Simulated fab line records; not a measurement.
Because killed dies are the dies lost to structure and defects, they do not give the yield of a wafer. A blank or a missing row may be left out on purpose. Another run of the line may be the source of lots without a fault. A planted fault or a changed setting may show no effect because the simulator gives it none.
Comparing a struck lot with a sound one + flow rit cmos + 23 steps out of a route of 202
Sound: wafers L907.1, L907.3, L907.4. Struck: wafers L915.4, L915.5, L915.6. The cause comes at the end.
For every step that has rows: the tool of each side, followed by ch and its chambers, followed by its first start. Under that, the readings that differ: sound wafers + struck wafers + difference of the means + sigmas: that difference in standard deviations of wafers without a fault.
alike: readings whose means differ by less than 2 such deviations, and words and numbers that are the same on both sides. not compared: withheld readings, readings that some wafer has no value for, bounds like >300 that may hide the same value, and numbers for which the record gives no deviation and whose values overlap.
A row with sigmas, a row that says differs or no value, or rows on one side alone: a step with any of these is where the two part. When numbers do not overlap yet have no deviation, they are printed without sigmas and do not part them. Lack of a reading on every wafer of one side parts them only where that side has two or more wafers.

first, 5 steps without rows for these wafers: RIT_GATE_WET_ETCH_00 (etches SiO2 in BOE, target depth 56 nm, time 60 s); RIT_GATE_CLEAN_01 (cleans in SC1, time 600 s); RIT_GATE_CLEAN_02 (cleans in dHF, time 30 s); RIT_GATE_CLEAN_03 (cleans in SC2, time 600 s); RIT_GATE_CLEAN_04 (cleans in dHF, time 60 s).
RIT_FOX2_THK_MEAS_91:
  sound on film metro-01 at day 3 19:01; struck on film metro-04 at day 5 10:28
  alike: FIELD_OXIDE_LEFT_2_THK
then, 2 steps without rows for these wafers: RIT_GATE_OXIDATION_05 (target thk 3 nm, ox time 270 s); RIT_GATE_ANNEAL_06 (time 600 s).
RIT_GATE_THK_MEAS_07:
  sound on film metro-04 at day 3 20:37; struck on film metro-02 at day 5 12:25
  alike: GATE_OXIDE_THK
then, 1 step without rows for these wafers: RIT_GATE_CVD_08 (deposits poly-Si from SiH4, target thk 250 nm, time 2220 s).
RIT_GATE_THK_MEAS_09:
  sound on film metro-01 at day 3 22:17; struck on film metro-04 at day 5 14:05
  alike: GATE_POLY_THK
then, 1 step without rows for these wafers: RIT_GATE_HMDS_10 (prime time 60 s).
RIT_GATE_COAT_11: resist thk 850 nm.
  sound on litho track-04 ch 0, day 3 22:30; struck on litho track-04 ch 0, day 5 14:20
| reading                                   | sound                | struck               | difference | sigmas      |
|-------------------------------------------|----------------------|----------------------|------------|-------------|
| spin speed rpm (rpm)                      | 4248.4 4247.5 4247.4 | 3636.6 3638.6 3642.3 | -608.6     | -99 or more |
| model.NOVOLAK_of_GATE_COAT_11.thk nm (nm) | 853.1 851.9 855.6    | 918.7 918.8 920.9    | +65.9      |             |
then, 3 steps without rows for these wafers: RIT_GATE_SOFTBAKE_12 (time 58.29 s); RIT_GATE_EXPOSE_13 (exposes mask M6, target cd 150 nm); RIT_GATE_PEB_14.
RIT_GATE_DEVELOP_15: develop time 48.97 s.
  sound on litho track-02 ch 0; struck on litho track-04 ch 0
| reading               | sound             | struck            | difference | sigmas |
|-----------------------|-------------------|-------------------|------------|--------|
| model.GATE.cd nm (nm) | 144.8 145.8 146.9 | 160.1 160.9 162.2 | +15.2      |        |
RIT_GATE_CD_MEAS_16: target cd 150 nm.
  sound on cd sem-01 at day 3 23:20; struck on cd sem-02 at day 5 15:01
| reading    | sound             | struck            | difference | sigmas |
|------------|-------------------|-------------------|------------|--------|
| cd nm (nm) | 144.5 145.8 146.8 | 160.3 160.9 162.3 | +15.5      | +6     |
RIT_GATE_OVL_MEAS_17:
  sound on overlay-01 at day 3 23:27; struck on overlay-01 at day 5 15:06
  alike: GATE_OVL
then, 1 step without rows for these wafers: RIT_GATE_HARDBAKE_18 (time 60 s).
RIT_GATE_ETCH_19: etches poly-Si in SF6/CHF3/O2, stops on SiO2, time 165 s, target depth 312.5 nm.
  sound on rie si-02 ch 0,1,3, day 3 23:38; struck on rie si-02 ch 0,1, day 5 15:16
| reading                                   | sound             | struck            | difference | sigmas |
|-------------------------------------------|-------------------|-------------------|------------|--------|
| model.NOVOLAK_of_GATE_COAT_11.thk nm (nm) | 670.9 669.4 674   | 729.6 728.3 731.2 | +58.3      |        |
| model.GATE.cd nm (nm)                     | 144.7 145.8 146.9 | 160.1 160.7 162.1 | +15.2      |        |
  alike: drypump motor current A, oes product au, throttle valve pct
  not compared: rf hours counter h
RIT_GATE_STRIP_20: strips in O2, time 180 s.
  sound on plasma asher-01 ch 0,1, day 3 23:44; struck on plasma asher-04 ch 0,1, day 5 15:26
  alike: drypump motor current A, rf refl power W
  not compared: rf hours counter h
RIT_M1_PROBE_99:
  sound on prober-02 at day 4 19:22; struck on prober-02 at day 6 11:19
| reading                             | sound             | struck            | difference | sigmas |
|-------------------------------------|-------------------|-------------------|------------|--------|
| killed_at_M0_to_M3                  | 0 0 0             | 1 0 0             | +0         | +2     |
| model.etest.pmos_0p15.r on ohm um   | 2676 2609 2688    | 3080 3077 3153    | +446       |        |
| model.etest.pmos turned.r on ohm um | 3373 3228 3281    | 3808 3790 3855    | +524       |        |
| model.etest.nmos_0p15.r on ohm um   | 1073 1080 1090    | 1225 1226 1259    | +156       |        |
| model.etest.nmos_0p15.drive ua um   | 482.9 493.3 487.4 | 418.9 415.5 400.7 | -76.2      |        |
| model.etest.pmos_0p15.drive ua um   | 263.1 273.4 267.5 | 227.1 222.6 218.7 | -45.2      |        |
| model.etest.npoly line.line ohm um  | 175.3 175.3 169.9 | 152.6 148.2 149.5 | -23.4      |        |
| model.etest.ppoly line.line ohm um  | 169.2 168.1 164.2 | 144.8 145.6 143.3 | -22.6      |        |
| model.etest.pmos turned.drive ua um | 188.5 204.6 203.2 | 168.3 168.1 165.9 | -31.3      |        |
  alike: killed at front end, killed dies, killed open, killed short

WHERE THEY PART
Last at RIT_M1_PROBE_99 as far as this record goes, first at RIT_GATE_COAT_11.

WHY: what the simulator had put in
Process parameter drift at RIT_GATE_COAT_11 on litho track-04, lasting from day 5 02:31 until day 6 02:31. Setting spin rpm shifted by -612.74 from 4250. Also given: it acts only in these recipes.
